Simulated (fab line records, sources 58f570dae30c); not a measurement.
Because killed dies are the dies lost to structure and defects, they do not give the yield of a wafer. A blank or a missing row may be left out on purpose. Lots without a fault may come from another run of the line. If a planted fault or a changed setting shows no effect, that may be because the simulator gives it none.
Comparing a struck lot with a sound one ; flow berkeley_cmos170 ; 19 steps out of a route of 331
Sound: wafers L137.2, L137.4, L137.6. Wafers struck: L144.1, L144.4, L144.5. At the end, the cause is stated.
For every step that has rows: the tool of each side, followed by ch and its chambers, followed by its first start. Under that, the readings that differ: sound wafers ; struck wafers ; difference of the means ; sigmas: that difference in standard deviations of wafers without a fault.
alike: readings with means less than 2 such deviations apart, plus words and numbers identical on both sides. not compared: withheld readings, readings lacking a value on some wafer, bounds such as >300 that could conceal the same value, and numbers that have no deviation in the record and whose values overlap.
A row with sigmas, a row that says differs or no value, or rows on one side alone: a step with any of these is where the two part. Numbers that don't overlap but have no deviation are shown without sigmas and don't part them. A reading missing from all wafers of one side parts the sides only when that side holds two or more wafers.

first, 2 steps without rows for these wafers: UCB170_PLDD_PEB_04; UCB170_PLDD_DEVELOP_05 (develop time 45 s).
UCB170_PLDD_CD_MEAS_06 targets a cd of 1200 nm.
  struck on cd_sem-02, day 9 13:45; sound on cd_sem-01, day 8 07:46
  alike: cd_nm
UCB170_PLDD_OVL_MEAS_07:
  struck on overlay-01, day 9 13:52; sound on overlay-01, day 8 07:52
  alike: PLDD_OVL
then, 2 steps without rows for these wafers: UCB170_PLDD_IMPLANT_08; UCB170_PLDD_IMPLANT_09.
UCB170_PLDD_STRIP_10: strips in O2.
  sound on plasma_asher-03 ch 0,1, day 8 08:11; struck on plasma_asher-03 ch 0,1, day 9 14:13
reading;sound;struck;difference;sigmas
strip_time_to_endpoint_s (s);21.51 21.56 21.57;21.68 21.68 21.72;+0.15;+2
  alike: drypump_motor_current_A, o2_flow_sccm, oes_product_au
  not compared: rf_hours_counter_h
UCB170_PLDD_TW_MEAS_11:
  struck on film_metro-02, day 9 14:19; sound on film_metro-02, day 8 08:18
  alike: PLDD_TW
then, 4 steps without rows for these wafers: UCB170_PLDD_CLEAN_12 (cleans in SPM, time 600 s); UCB170_NLDD_HMDS_00 (prime time 60 s); UCB170_NLDD_COAT_01 (resist thk 900 nm); UCB170_NLDD_SOFTBAKE_02 (time 60 s).
UCB170_NLDD_EXPOSE_03: exposes mask NSELECT, target cd 1200 nm.
  sound on krf_scanner-01 ch 0, day 8 09:50; struck on krf_scanner-02 ch 0, day 9 14:59
reading;sound;struck;difference;sigmas
model.NLDD.overlay_x_nm (nm);-1.174 -1.174 -1.174;103.1 103.1 103.1;+104.3;
  alike: mask
then, 2 steps without rows for these wafers: UCB170_NLDD_PEB_04; UCB170_NLDD_DEVELOP_05 (develop time 45 s).
UCB170_NLDD_CD_MEAS_06 targets a cd of 1200 nm.
  struck on cd_sem-02, day 9 15:23; sound on cd_sem-02, day 8 10:50
reading;sound;struck;difference;sigmas
cd_nm (nm);1202.0 1201.8 1202.3;1197.2 1196.6 1197.5;-4.9;-2
UCB170_NLDD_OVL_MEAS_07:
  struck on overlay-02, day 9 15:30; sound on overlay-02, day 8 10:56
reading;sound;struck;difference;sigmas
NLDD_OVL (nm);8 8 1;111 108 111;+104;+18
next, for these wafers, 1 step has no rows: UCB170_NLDD_IMPLANT_08.
UCB170_M3_PROBE_99:
  rows exist in the record for the struck wafers here (prober-01, day 11 01:01), but not for the sound ones

WHERE THEY PART
Last at UCB170_M3_PROBE_99 as far as this record goes, first at UCB170_PLDD_STRIP_10.

WHY: what the simulator had put in
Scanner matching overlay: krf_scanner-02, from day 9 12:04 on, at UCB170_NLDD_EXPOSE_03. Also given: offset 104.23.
